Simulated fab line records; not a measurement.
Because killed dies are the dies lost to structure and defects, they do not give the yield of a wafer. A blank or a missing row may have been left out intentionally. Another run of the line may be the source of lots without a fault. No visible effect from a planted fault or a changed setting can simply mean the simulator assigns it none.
Split-lot trial	flow berkeleyCmos170	23 wafers read from 5 lots, route of 331 steps

## ABOUT THE SPLIT
At UCB170_M3_SPUTTER_01 (material Al, target thk 900 nm, time 120 s), the setting chamberPressurePa was moved away from the recipe's 0.5 Pa on 20 of the 23 wafers read, by -14.1% to +13.8%. The other wafers ran this setting at the recipe's value.

The split's own step is where the reading is taken.

## THE READING
Al_of_M3_SPUTTER_01.thkNm (the simulator's own value, which no gauge read), in nm, at UCB170_M3_SPUTTER_01 (material Al, target thk 900 nm, time 120 s). The file does not state a usual value for it. Across the 3 wafers here that went through the recipe, the average is 898.7 nm and the standard deviation 6.2 nm.

wafer	tool, chamber at the split	chamberPressurePa as run, Pa	against the recipe	Al_of_M3_SPUTTER_01.thkNm, nm	against lot-mates on the recipe
L074.1	pvdSputter-02, -	0.53	+6.0%	883.2	no lot-mate on the recipe
L074.2	pvdSputter-02, -	0.53	+6.0%	879.4	no lot-mate on the recipe
L074.4	pvdSputter-02, -	0.53	+6.0%	897.9	no lot-mate on the recipe
L074.5	pvdSputter-02, -	0.53	+6.0%	885.5	no lot-mate on the recipe
L074.6	pvdSputter-02, -	0.53	+6.0%	884.9	no lot-mate on the recipe
L082.2	pvdSputter-02, -	0.5	recipe	891.9	-
L082.3	pvdSputter-02, -	0.5	recipe	906.9	-
L082.4	pvdSputter-02, -	0.5	recipe	897.3	-
L084.1	pvdSputter-01, -	0.5691	+13.8%	874.2	no lot-mate on the recipe
L084.2	pvdSputter-01, -	0.5691	+13.8%	887.3	no lot-mate on the recipe
L084.3	pvdSputter-01, -	0.5691	+13.8%	856.3	no lot-mate on the recipe
L084.4	pvdSputter-01, -	0.5691	+13.8%	874.6	no lot-mate on the recipe
L084.5	pvdSputter-01, -	0.5691	+13.8%	881.8	no lot-mate on the recipe
L083.2	pvdSputter-03, -	0.4552	-9.0%	909.8	no lot-mate on the recipe
L083.3	pvdSputter-03, -	0.4552	-9.0%	912.2	no lot-mate on the recipe
L083.4	pvdSputter-03, -	0.4552	-9.0%	912.9	no lot-mate on the recipe
L083.5	pvdSputter-03, -	0.4552	-9.0%	915.8	no lot-mate on the recipe
L083.6	pvdSputter-03, -	0.4552	-9.0%	920.3	no lot-mate on the recipe
L085.1	pvdSputter-01, -	0.4294	-14.1%	952.3	no lot-mate on the recipe
L085.3	pvdSputter-01, -	0.4294	-14.1%	940.2	no lot-mate on the recipe
L085.4	pvdSputter-01, -	0.4294	-14.1%	941	no lot-mate on the recipe
L085.5	pvdSputter-01, -	0.4294	-14.1%	938.2	no lot-mate on the recipe
L085.6	pvdSputter-01, -	0.4294	-14.1%	944.6	no lot-mate on the recipe

THE FIT
A straight line over all 23 wafers: Al_of_M3_SPUTTER_01.thkNm changes by -2.29 nm for each +1% of chamberPressurePa; r = -0.93; the points scatter about the line by 9.6 nm.
Too few moved wafers have a lot-mate on the recipe to fit a line with each lot's own level taken away.

## FILE'S OWN FIT
Al_of_M3_SPUTTER_01.thkNm changes by -2.29 nm for each +1% of chamberPressurePa, r = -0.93.
